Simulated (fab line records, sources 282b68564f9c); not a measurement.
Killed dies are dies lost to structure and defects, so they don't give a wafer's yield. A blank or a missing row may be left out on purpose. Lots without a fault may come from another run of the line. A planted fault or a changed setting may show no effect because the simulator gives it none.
A struck lot beside a sound one | flow rit_cmos | 29 steps out of a route of 202
Sound: wafers L499.1, L499.4, L499.5. Struck: wafers L506.1, L506.4, L506.6. The cause comes at the end.
At each step with rows: each side's tool, then ch and its chambers, then its first start. Under that, the readings that differ: sound wafers | struck wafers | difference of the means | sigmas: that difference in standard deviations of wafers without a fault.
alike: readings whose means differ by less than 2 such deviations, and words and numbers that are the same on both sides. not compared: withheld readings, readings that some wafer has no value for, bounds like >300 that may hide the same value, and numbers for which the record gives no deviation and whose values overlap.
The two part at a step that has a row with sigmas, a row that says differs or no value, or rows on one side only. Numbers that don't overlap but have no deviation are shown without sigmas and don't part them. A reading that every wafer of one side lacks parts them only if that side has two wafers or more.

first, 6 steps without rows for these wafers: RIT_SDANNEAL_CLEAN_02 (cleans in SC2, time 600 s); RIT_SDANNEAL_RTA_03 (time 5 s); RIT_SILICIDE_WET_ETCH_00 (etches SiO2 in BOE, target depth 14 nm, time 15 s); RIT_SILICIDE_SPUTTER_01 (material Ti, target thk 30 nm, time 240 s); RIT_SILICIDE_RTA_04 (time 10 s, ramp up 5 s, ramp down 5 s); RIT_SILICIDE_WET_ETCH_05 (etches Ti in SPM, time 120 s).
RIT_SILICIDE_RTA_06: time 10 s, ramp up 5 s, ramp down 10 s.
  sound on rtp_anneal-01 ch 0, day 4 11:43; struck on rtp_anneal-01 ch 0, day 5 20:38
  alike: wafer_temp_C_max
then, 21 steps without rows for these wafers: RIT_CONTACT_CVD_00 (deposits SiO2 from TEOS, target thk 400 nm, time 61 s); RIT_CONTACT_HMDS_02 (prime time 60 s); RIT_CONTACT_COAT_03 (resist thk 1000 nm); RIT_CONTACT_SOFTBAKE_04 (time 60 s); RIT_CONTACT_EXPOSE_05 (exposes mask M11, target cd 1000 nm); RIT_CONTACT_PEB_06; RIT_CONTACT_DEVELOP_07 (develop time 120 s); RIT_CONTACT_HARDBAKE_10 (time 60 s); RIT_CONTACT_ETCH_11 (etches SiO2 in CHF3/CF4/Ar, stops on TiSi2, target depth 480 nm, time 320 s); RIT_CONTACT_STRIP_12 (strips in O2, time 180 s); RIT_CONTACT_CLEAN_13 (cleans in SC1, time 600 s); RIT_CONTACT_CLEAN_14 (cleans in SC2, time 600 s); RIT_M1_SPUTTER_00 (material Al, target thk 400 nm, time 500 s); RIT_M1_HMDS_03 (prime time 60 s); RIT_M1_COAT_04 (resist thk 1300 nm); RIT_M1_SOFTBAKE_05 (time 60 s); RIT_M1_EXPOSE_06 (exposes mask M12, target cd 2600 nm); RIT_M1_PEB_07; RIT_M1_DEVELOP_08 (develop time 68 s); RIT_M1_HARDBAKE_11 (time 120 s); RIT_M1_METAL_ETCH_12 (etches Al in Cl2/BCl3, stops on SiO2, time 165 s, target depth 600 nm).
RIT_M1_PROBE_99:
  sound on prober-01, day 4 19:55; struck on prober-01, day 6 03:32
  reading                                         | sound                | struck               | difference | sigmas
  model.etest.nplus_sal.rs_ohm_sq_rim_less_centre | 0.1386 0.1046 0.1364 | -1.189 -1.185 -1.214 | -1.323     |
  model.etest.nplus_sal.rs_ohm_sq_range           | 0.1693 0.1552 0.1447 | 1.23 1.208 1.236     | +1.07      |
  model.etest.npoly_sal.rs_ohm_sq                 | 4.407 4.435 4.495    | 3.982 3.979 3.95     | -0.475     |
  model.etest.ppoly_sal.rs_ohm_sq                 | 4.398 4.394 4.445    | 3.957 3.932 3.941    | -0.469     |
  model.etest.pplus_sal.rs_ohm_sq                 | 4.367 4.409 4.43     | 3.966 3.932 3.898    | -0.470     |
  model.etest.nplus_sal.rs_ohm_sq                 | 4.335 4.336 4.431    | 3.954 3.933 3.93     | -0.428     |
  model.etest.pplus_sal.line_ohm_um               | 1.267 1.264 1.289    | 1.126 1.138 1.163    | -0.131     |
  model.etest.nplus_sal.line_ohm_um               | 1.269 1.275 1.294    | 1.13 1.153 1.144     | -0.14      |
  alike: killed_at_contacts, killed_at_front_end, killed_dies, killed_open, killed_short

WHERE THEY PART
Nowhere in this record.

WHY: what the simulator had put in
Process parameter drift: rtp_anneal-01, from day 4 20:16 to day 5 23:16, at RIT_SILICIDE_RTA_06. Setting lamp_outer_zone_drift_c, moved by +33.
